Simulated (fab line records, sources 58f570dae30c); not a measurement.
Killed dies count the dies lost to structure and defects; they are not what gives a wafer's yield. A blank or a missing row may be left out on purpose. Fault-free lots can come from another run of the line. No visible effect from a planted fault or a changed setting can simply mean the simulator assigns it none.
Matching of chambers	flow berkeley-cmos170	rie-diel-02 running UCB170_M1_ETCH_11: 4 sister chambers
The step etches BARC in N2/H2. 14 wafers are shown with their chamber, then 7 later ones without.

## WAFERS PAIRED WITH THEIR CHAMBERS
wafer	chamber	drypump-motor-current-A (A)	throttle-valve-pct (%)	oes-product-au (a.u.)
L165.1	2	6.18	12.97	1.004
L165.2	0	5.74	13.08	0.991
L165.3	3	5.42	13.15	1.033
L171.1	1	5.62	13.20	1.011
L171.3	3	5.43	13.14	1.052
L171.6	3	5.41	13.14	1.054
L173.1	2	6.21	12.99	1.004
L173.4	1	5.63	13.22	0.993
L173.5	1	5.67	13.21	1.009
L182.1	1	5.63	13.21	0.995
L182.5	2	6.25	12.98	1.002
L182.6	3	5.42	13.13	1.038
L184.1	1	5.65	13.22	1.001
L184.2	0	5.76	13.07	0.993

SIGNATURES (averages over the wafers above)
reading	chamber 0	chamber 1	chamber 2	chamber 3	scatter within a chamber
drypump-motor-current-A	5.7500	5.6400	6.2133	5.4200	0.0211
throttle-valve-pct	13.0750	13.2120	12.9800	13.1400	0.00854
oes-product-au	0.99200	1.00180	1.00333	1.04425	0.00766
Rule: a wafer's distance from a chamber is the root of the sum, over the readings, of the square of ((its reading less the chamber's mean) divided by the reading's scatter). If the next closest chamber is less than 2 further off than the closest, the wafer can't be placed; otherwise it belongs to the closest. The scatter: take each reading less its chamber's mean, square it, sum over the shown wafers, divide by the number of wafers less the number of chambers, and take the root.

## WAFERS WITH NO CHAMBER GIVEN
wafer	drypump-motor-current-A (A)	throttle-valve-pct (%)	oes-product-au (a.u.)
L184.4	5.77	13.05	1.005
L188.2	5.43	13.15	1.028
L188.3	5.71	13.07	0.994
L188.6	5.71	13.06	0.990
L185.1	5.62	13.22	0.995
L185.2	5.45	13.14	1.032
L185.6	5.75	13.07	1.010

## THE CHAMBER EACH PASSED THROUGH
wafer	from the rows above	in truth
L184.4	0	0
L188.2	3	3
L188.3	0	0
L188.6	0	0
L185.1	1	1
L185.2	3	3
L185.6	0	0
Correct placement for 7 of the 7. From these rows, 0 cannot be placed. Placed wrongly: 0.
